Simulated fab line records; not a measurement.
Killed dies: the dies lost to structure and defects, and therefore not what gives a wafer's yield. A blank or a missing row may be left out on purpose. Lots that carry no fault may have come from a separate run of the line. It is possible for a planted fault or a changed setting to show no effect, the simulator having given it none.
Split-lot study || flow berkeley_cmos170 || on a route of 331 steps: 5 lots, 23 wafers read

ABOUT THE SPLIT
At UCB170_NWELL_ETCH_13 (etches Si3N4 in CH3F/Ar/O2, stops on SiO2, target depth 246.4 nm, time 154 s), the setting time_s was moved away from the recipe's 154 s on 7 of the 23 wafers read, by -13.4% to +14.0%. The other wafers ran this setting at the recipe's value.

The split's own step is where the reading is taken.

THE READING
KrF_of_NWELL_COAT_07.thk_nm (the simulator's own value, which no gauge read), in nm, at UCB170_NWELL_ETCH_13 (etches Si3N4 in CH3F/Ar/O2, stops on SiO2, target depth 246.4 nm, time 154 s). There is no usual value for it anywhere in the file. The 16 wafers here that ran the recipe average 725.0 nm, standard deviation 2.8 nm.

{"wafer": "L080.1", "tool, chamber at the split": "rie_diel-04, 1", "time_s as run, s": 133.4, "against the recipe": "-13.4%", "KrF_of_NWELL_COAT_07.thk_nm, nm": 749.8, "against lot-mates on the recipe": "+25.5"}
{"wafer": "L080.2", "tool, chamber at the split": "rie_diel-04, 0", "time_s as run, s": 133.4, "against the recipe": "-13.4%", "KrF_of_NWELL_COAT_07.thk_nm, nm": 744.7, "against lot-mates on the recipe": "+20.4"}
{"wafer": "L080.4", "tool, chamber at the split": "rie_diel-04, 2", "time_s as run, s": 133.4, "against the recipe": "-13.4%", "KrF_of_NWELL_COAT_07.thk_nm, nm": 744.6, "against lot-mates on the recipe": "+20.3"}
{"wafer": "L080.5", "tool, chamber at the split": "rie_diel-04, 0", "time_s as run, s": 154, "against the recipe": "recipe", "KrF_of_NWELL_COAT_07.thk_nm, nm": 722.4, "against lot-mates on the recipe": "-"}
{"wafer": "L080.6", "tool, chamber at the split": "rie_diel-04, 1", "time_s as run, s": 154, "against the recipe": "recipe", "KrF_of_NWELL_COAT_07.thk_nm, nm": 726.3, "against lot-mates on the recipe": "-"}
{"wafer": "L081.1", "tool, chamber at the split": "rie_diel-02, 0", "time_s as run, s": 154, "against the recipe": "recipe", "KrF_of_NWELL_COAT_07.thk_nm, nm": 726.1, "against lot-mates on the recipe": "-"}
{"wafer": "L081.2", "tool, chamber at the split": "rie_diel-02, 3", "time_s as run, s": 154, "against the recipe": "recipe", "KrF_of_NWELL_COAT_07.thk_nm, nm": 725.4, "against lot-mates on the recipe": "-"}
{"wafer": "L081.3", "tool, chamber at the split": "rie_diel-02, 2", "time_s as run, s": 154, "against the recipe": "recipe", "KrF_of_NWELL_COAT_07.thk_nm, nm": 727.4, "against lot-mates on the recipe": "-"}
{"wafer": "L081.4", "tool, chamber at the split": "rie_diel-02, 1", "time_s as run, s": 154, "against the recipe": "recipe", "KrF_of_NWELL_COAT_07.thk_nm, nm": 726.2, "against lot-mates on the recipe": "-"}
{"wafer": "L081.6", "tool, chamber at the split": "rie_diel-02, 1", "time_s as run, s": 154, "against the recipe": "recipe", "KrF_of_NWELL_COAT_07.thk_nm, nm": 723.3, "against lot-mates on the recipe": "-"}
{"wafer": "L082.2", "tool, chamber at the split": "rie_diel-04, 1", "time_s as run, s": 154, "against the recipe": "recipe", "KrF_of_NWELL_COAT_07.thk_nm, nm": 727.7, "against lot-mates on the recipe": "-"}
{"wafer": "L082.3", "tool, chamber at the split": "rie_diel-04, 0", "time_s as run, s": 154, "against the recipe": "recipe", "KrF_of_NWELL_COAT_07.thk_nm, nm": 725.9, "against lot-mates on the recipe": "-"}
{"wafer": "L082.6", "tool, chamber at the split": "rie_diel-04, 3", "time_s as run, s": 154, "against the recipe": "recipe", "KrF_of_NWELL_COAT_07.thk_nm, nm": 724.1, "against lot-mates on the recipe": "-"}
{"wafer": "L084.1", "tool, chamber at the split": "rie_diel-02, 2", "time_s as run, s": 148.2, "against the recipe": "-3.8%", "KrF_of_NWELL_COAT_07.thk_nm, nm": 733.5, "against lot-mates on the recipe": "+6.6"}
{"wafer": "L084.2", "tool, chamber at the split": "rie_diel-02, 1", "time_s as run, s": 148.2, "against the recipe": "-3.8%", "KrF_of_NWELL_COAT_07.thk_nm, nm": 734, "against lot-mates on the recipe": "+7.1"}
{"wafer": "L084.3", "tool, chamber at the split": "rie_diel-02, 3", "time_s as run, s": 154, "against the recipe": "recipe", "KrF_of_NWELL_COAT_07.thk_nm, nm": 725.9, "against lot-mates on the recipe": "-"}
{"wafer": "L084.4", "tool, chamber at the split": "rie_diel-02, 0", "time_s as run, s": 154, "against the recipe": "recipe", "KrF_of_NWELL_COAT_07.thk_nm, nm": 729.7, "against lot-mates on the recipe": "-"}
{"wafer": "L084.5", "tool, chamber at the split": "rie_diel-02, 3", "time_s as run, s": 154, "against the recipe": "recipe", "KrF_of_NWELL_COAT_07.thk_nm, nm": 725, "against lot-mates on the recipe": "-"}
{"wafer": "L085.1", "tool, chamber at the split": "rie_diel-02, 1", "time_s as run, s": 175.5, "against the recipe": "+14.0%", "KrF_of_NWELL_COAT_07.thk_nm, nm": 702.3, "against lot-mates on the recipe": -19.0}
{"wafer": "L085.2", "tool, chamber at the split": "rie_diel-02, 3", "time_s as run, s": 154, "against the recipe": "recipe", "KrF_of_NWELL_COAT_07.thk_nm, nm": 716.8, "against lot-mates on the recipe": "-"}
{"wafer": "L085.3", "tool, chamber at the split": "rie_diel-02, 2", "time_s as run, s": 154, "against the recipe": "recipe", "KrF_of_NWELL_COAT_07.thk_nm, nm": 722.5, "against lot-mates on the recipe": "-"}
{"wafer": "L085.4", "tool, chamber at the split": "rie_diel-02, 0", "time_s as run, s": 154, "against the recipe": "recipe", "KrF_of_NWELL_COAT_07.thk_nm, nm": 724.7, "against lot-mates on the recipe": "-"}
{"wafer": "L085.6", "tool, chamber at the split": "rie_diel-02, 2", "time_s as run, s": 175.5, "against the recipe": "+14.0%", "KrF_of_NWELL_COAT_07.thk_nm, nm": 698.3, "against lot-mates on the recipe": -23.0}

FIT RESULTS
A straight line over all 23 wafers: KrF_of_NWELL_COAT_07.thk_nm changes by -1.69 nm for each +1% of time_s; r = -0.97; the points scatter about the line by 2.8 nm.
The same after taking each lot's own level away (the mean of its wafers on the recipe; 23 wafers): -1.59 nm for each +1%; r = -0.98; scatter 2.2 nm.
The reading moves by 22 nm for the largest change in time_s, on that fit.
Measured against the standard deviation above, the lots' own levels, which go from 721.33 to 726.87 nm, span 2.0 times it.
The two slopes are in agreement: the lot-to-lot level therefore moves the slope only a little.
Check: for one of the wafers moved furthest among these (+14.0%), held out of the fit, the line's prediction against its lot-mates is -23 nm. Against them it came out at -19 nm.

ADDITIONAL SPLITS CARRIED BY THESE WAFERS
Before the reading, these wafers also passed through other splits. Each is held against what the fit with the lots' levels taken away leaves over:
{"other split on the same wafers": "UCB170_START_OXIDATION_02 temp_c", "wafers away from the commonest value": 18, "r with KrF_of_NWELL_COAT_07.thk_nm (lot level and that fit taken away)": -0.03}
{"other split on the same wafers": "UCB170_NWELL_PEB_10 peb_temp_c", "wafers away from the commonest value": 8, "r with KrF_of_NWELL_COAT_07.thk_nm (lot level and that fit taken away)": "+0.22"}

THE WHOLE CHAIN: every reading that the file lists as answering this split, in the file's order
{"step": "UCB170_NWELL_ETCH_13", "what it does": "etches Si3N4 in CH3F/Ar/O2, stops on SiO2, target depth 246.4 nm, time 154 s", "reading": "KrF_of_NWELL_COAT_07.thk_nm (the simulator's own value, which no gauge read)", "change (the file's fit)": "-1.58 nm for each +1% of the setting", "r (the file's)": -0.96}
{"step": "UCB170_NWELL_STRIP_15", "what it does": "strips in O2", "reading": "strip_time_to_endpoint_s", "change (the file's fit)": "withheld for each +1% of the setting", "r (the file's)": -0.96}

THE FILE'S OWN FIT
KrF_of_NWELL_COAT_07.thk_nm changes by -1.58 nm for each +1% of time_s, r = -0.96.
